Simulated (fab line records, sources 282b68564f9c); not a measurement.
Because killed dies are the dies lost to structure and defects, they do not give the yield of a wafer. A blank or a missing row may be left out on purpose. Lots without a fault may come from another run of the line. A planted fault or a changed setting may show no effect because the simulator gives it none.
Struck lot and sound lot, side by side || flow rit cmos || 44 steps out of a route of 202
Sound: these wafers, L714.1, L714.2, L714.6. Struck: wafers L719.1, L719.3, L719.4. Last of all comes the cause.
For every step that has rows: the tool of each side, followed by ch and its chambers, followed by its first start. Under that, the readings that differ: sound wafers || struck wafers || difference of the means || sigmas: that difference in standard deviations of wafers without a fault.
alike: a reading whose means differ by less than 2 such deviations, as well as words and numbers matching on both sides. not compared: withheld readings; readings where some wafer has no value; bounds like >300 that might hide an equal value; numbers whose values overlap and for which the record gives no deviation.
The two part at a step that has a row with sigmas, a row that says differs or no value, or rows on one side only. When numbers do not overlap yet have no deviation, they are printed without sigmas and do not part them. A reading missing from all wafers of one side parts the sides only when that side holds two or more wafers.

first, 4 steps without rows for these wafers: RIT_PLDD_SOFTBAKE_02 (time 60 s); RIT_PLDD_EXPOSE_03 (exposes mask M8, target cd 40900 nm); RIT_PLDD_PEB_04; RIT_PLDD_DEVELOP_05 (develop time 50 s).
RIT_PLDD_OVL_MEAS_06:
  sound on overlay-01, day 5 15:59; struck on overlay-02, day 6 14:26
  alike: PLDD_OVL
then, 2 steps without rows for these wafers: RIT_PLDD_HARDBAKE_07 (time 60 s); RIT_PLDD_IMPLANT_08.
RIT_PLDD_STRIP_09: strips in O2, time 180 s.
  sound on plasma asher-01 ch 0,1, day 5 16:19; struck on plasma asher-02 ch 0,1, day 6 14:47
  alike: drypump motor current A
  not compared: rf hours counter h
RIT_PLDD_TW_MEAS_10:
  sound on film metro-03, day 5 16:30; struck on film metro-02, day 6 14:57
  alike: PLDD_TW
then, 3 steps without rows for these wafers: RIT_SPACER_CLEAN_00 (cleans in SC1, time 600 s); RIT_SPACER_CLEAN_01 (cleans in dHF, time 30 s); RIT_SPACER_CLEAN_02 (cleans in SC2, time 600 s).
RIT_SPACER_CVD_03: deposits Si3N4 from SiH2Cl2/NH3, target thk 250 nm, time 3300 s.
  sound on lpcvd-02 ch 0, day 5 16:55; struck on lpcvd-02 ch 1, day 6 15:23
{"reading": "pressure mtorr (mTorr)", "sound": "299.7 299.8 300.2", "struck": "149.6 149.3 149.6", "difference": -150.4, "sigmas": "-99 or more"}
{"reading": "model.Si3N4_of_SPACER_CVD_03.thk nm (nm)", "sound": "253.4 249.9 250", "struck": "204.8 203.7 206.1", "difference": -46.2, "sigmas": ""}
RIT_SPACER_THK_MEAS_04:
  sound on film metro-02, day 5 18:50; struck on film metro-01, day 6 17:18
{"reading": "SPACER_NITRIDE_THK (nm)", "sound": "253.3 249.6 250.1", "struck": "204.8 203.8 205.9", "difference": -46.2, "sigmas": -22}
RIT_SPACER_ETCHBACK_05: etches Si3N4 in SF6/CHF3, stops on SiO2, target depth 250 nm, time 240 s.
  sound on rie diel-03 ch 0,1, day 5 18:54; struck on rie diel-02 ch 1,2,3, day 6 17:22
{"reading": "oes product au (a.u.)", "sound": "0.870 0.867 0.869", "struck": "0.720 0.727 0.739", "difference": -0.140, "sigmas": -11}
{"reading": "throttle valve pct (%)", "sound": "10.51 10.61 10.60", "struck": "10.18 10.10 9.95", "difference": -0.50, "sigmas": -3}
{"reading": "model.etch.depth nm (nm)", "sound": "253.4 249.9 250", "struck": "204.8 203.7 206.1", "difference": -46.2, "sigmas": ""}
  alike: drypump motor current A
  not compared: rf hours counter h
then, 6 steps without rows for these wafers: RIT_NSD_HMDS_00 (prime time 60 s); RIT_NSD_COAT_01 (resist thk 1000 nm); RIT_NSD_SOFTBAKE_02 (time 60 s); RIT_NSD_EXPOSE_03 (exposes mask M9, target cd 40700 nm); RIT_NSD_PEB_04; RIT_NSD_DEVELOP_05 (develop time 50 s).
RIT_NSD_OVL_MEAS_06:
  sound on overlay-01, day 5 19:54; struck on overlay-01, day 6 18:32
  alike: NSD_OVL
then, 2 steps without rows for these wafers: RIT_NSD_HARDBAKE_07 (time 60 s); RIT_NSD_IMPLANT_08.
RIT_NSD_STRIP_09: strips in O2, time 180 s.
  sound on plasma asher-03 ch 0,1, day 5 20:14; struck on plasma asher-04 ch 0,1, day 6 19:05
  alike: drypump motor current A
  not compared: rf hours counter h
RIT_NSD_TW_MEAS_10:
  sound on film metro-02, day 5 20:25; struck on film metro-03, day 6 19:16
  alike: NSD_TW
then, 6 steps without rows for these wafers: RIT_PSD_HMDS_00 (prime time 60 s); RIT_PSD_COAT_01 (resist thk 1000 nm); RIT_PSD_SOFTBAKE_02 (time 60 s); RIT_PSD_EXPOSE_03 (exposes mask M10, target cd 40900 nm); RIT_PSD_PEB_04; RIT_PSD_DEVELOP_05 (develop time 50 s).
RIT_PSD_OVL_MEAS_06:
  sound on overlay-02, day 5 21:19; struck on overlay-01, day 6 20:19
  alike: PSD_OVL
then, 2 steps without rows for these wafers: RIT_PSD_HARDBAKE_07 (time 60 s); RIT_PSD_IMPLANT_08.
RIT_PSD_STRIP_09: strips in O2, time 180 s.
  sound on plasma asher-04 ch 0,1, day 5 21:40; struck on plasma asher-02 ch 0,1, day 6 20:40
  alike: drypump motor current A
  not compared: rf hours counter h
RIT_PSD_TW_MEAS_10:
  sound on film metro-02, day 5 21:50; struck on film metro-03, day 6 20:50
  alike: PSD_TW
then, 3 steps without rows for these wafers: RIT_SDANNEAL_CLEAN_00 (cleans in SC1, time 600 s); RIT_SDANNEAL_CLEAN_01 (cleans in dHF, time 30 s); RIT_SDANNEAL_CLEAN_02 (cleans in SC2, time 600 s).
RIT_SDANNEAL_RTA_03: time 5 s.
  sound on rtp anneal-01 ch 0, day 5 22:16; struck on rtp anneal-02 ch 0, day 6 21:16
  alike: wafer_temp_C_max
RIT_SDANNEAL_RS_MEAS_04: a four-point-probe measurement.
  sound on film metro-03, day 5 22:23; struck on film metro-02, day 6 21:19
  alike: PSD_RS
RIT_SILICIDE_WET_ETCH_00: etches SiO2 in BOE, target depth 14 nm, time 15 s.
  sound on wet bench-02 ch 3, day 5 22:52; struck on wet bench-03 ch 0, day 6 21:48
{"reading": "model.Si3N4_of_SPACER_CVD_03.thk nm (nm)", "sound": "197.9 194.5 194.1", "struck": "159 158.9 160.4", "difference": -36, "sigmas": ""}
RIT_M1_PROBE_99:
  sound on prober-01, day 6 05:56; struck on prober-02, day 7 05:26
  alike: killed at contacts, killed at front end, killed dies, killed on rim, killed open, killed short
  not compared: model.etest.pmos turned.r on ohm um, model.etest.pmos_0p15.r on ohm um, model.etest.pmos_0p3.r on ohm um, model.etest.nmos_0p15.r on ohm um, model.etest.nmos_0p3.r on ohm um, model.etest.nplus sal.width nm, model.etest.pplus sal.width nm, model.etest.pwell pinched.rs ohm sq

WHERE THEY PART
First at RIT_SPACER_CVD_03; last, within this record, at RIT_SPACER_ETCHBACK_05. Later steps at which nothing parts them and some readings are alike: RIT_NSD_OVL_MEAS_06, RIT_NSD_STRIP_09, RIT_NSD_TW_MEAS_10, RIT_PSD_OVL_MEAS_06, RIT_PSD_STRIP_09, RIT_PSD_TW_MEAS_10, RIT_SDANNEAL_RTA_03, RIT_SDANNEAL_RS_MEAS_04, RIT_M1_PROBE_99.

WHY: what had been put in by the simulator
lpcvd-02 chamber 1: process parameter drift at RIT_SPACER_CVD_03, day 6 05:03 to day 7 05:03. A move of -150 in setting pressure mtorr, from 300. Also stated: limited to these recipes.
